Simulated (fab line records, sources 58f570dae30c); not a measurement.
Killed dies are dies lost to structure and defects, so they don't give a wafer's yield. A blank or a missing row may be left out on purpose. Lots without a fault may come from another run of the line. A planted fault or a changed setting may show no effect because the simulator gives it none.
Split-lot experiment | flow berkeley_cmos170 | 5 lots, 23 wafers read, on a route of 331 steps

THE SPLIT
At UCB170_SACOX_OXIDATION_01 (target thk 14.4 nm, ox time 2400 s), the setting ox_time_s was moved away from the recipe's 2400 s on 10 of the 23 wafers read, by -11.5% to -5.2%. The other wafers ran this setting at the recipe's value.

The file shows no step between the split and the reading.

THE READING
SACOX_OXIDE_THK, in nm, at UCB170_SACOX_THK_MEAS_02. Fault-free wafers of this fab line usually give 14.22 nm, standard deviation 0.24 nm.

wafer  | tool, chamber at the split | ox_time_s as run, s | against the recipe | SACOX_OXIDE_THK, nm | against lot-mates on the recipe
L074.1 | -, -                       | 2124                | -11.5%             | 12.57               | no lot-mate on the recipe
L074.2 | -, -                       | 2124                | -11.5%             | 12.69               | no lot-mate on the recipe
L074.3 | -, -                       | 2124                | -11.5%             | 12.95               | no lot-mate on the recipe
L074.5 | -, -                       | 2124                | -11.5%             | 12.75               | no lot-mate on the recipe
L074.6 | -, -                       | 2124                | -11.5%             | 12.60               | no lot-mate on the recipe
L075.1 | -, -                       | 2400                | recipe             | 14.56               | -
L075.2 | -, -                       | 2400                | recipe             | 14.64               | -
L075.4 | -, -                       | 2400                | recipe             | 14.66               | -
L075.5 | -, -                       | 2400                | recipe             | 14.48               | -
L075.6 | -, -                       | 2400                | recipe             | 14.45               | -
L079.2 | furnace-01, 0              | 2400                | recipe             | 14.68               | -
L079.3 | furnace-01, 0              | 2400                | recipe             | 14.65               | -
L079.4 | furnace-01, 0              | 2400                | recipe             | 14.56               | -
L081.1 | -, -                       | 2274                | -5.2%              | 13.47               | no lot-mate on the recipe
L081.2 | -, -                       | 2274                | -5.2%              | 13.40               | no lot-mate on the recipe
L081.3 | -, -                       | 2274                | -5.2%              | 13.41               | no lot-mate on the recipe
L081.4 | -, -                       | 2274                | -5.2%              | 13.49               | no lot-mate on the recipe
L081.6 | -, -                       | 2274                | -5.2%              | 13.35               | no lot-mate on the recipe
L082.1 | -, -                       | 2400                | recipe             | 14.23               | -
L082.2 | -, -                       | 2400                | recipe             | 14.28               | -
L082.3 | -, -                       | 2400                | recipe             | 14.21               | -
L082.4 | -, -                       | 2400                | recipe             | 14.10               | -
L082.6 | -, -                       | 2400                | recipe             | 14.04               | -

THE FIT
A straight line over all 23 wafers: SACOX_OXIDE_THK changes by +0.153 nm for each +1% of ox_time_s; r = +0.96; the points scatter about the line by 0.21 nm.
Too few moved wafers have a lot-mate on the recipe to fit a line with each lot's own level taken away.

THE WHOLE CHAIN: every reading that the file lists as answering this split, in the file's order
step                      | what it does                       | reading                                                                            | change (the file's fit)               | r (the file's)
UCB170_SACOX_OXIDATION_01 | target thk 14.4 nm, ox time 2400 s | SiO2_of_SACOX_OXIDATION_01.thk_nm (the simulator's own value, which no gauge read) | +0.151 nm for each +1% of the setting | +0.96
UCB170_SACOX_THK_MEAS_02  |                                    | SACOX_OXIDE_THK                                                                    | +0.153 for each +1% of the setting    | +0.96

THE FILE'S OWN FIT
SACOX_OXIDE_THK changes by +0.153 nm for each +1% of ox_time_s, r = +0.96.
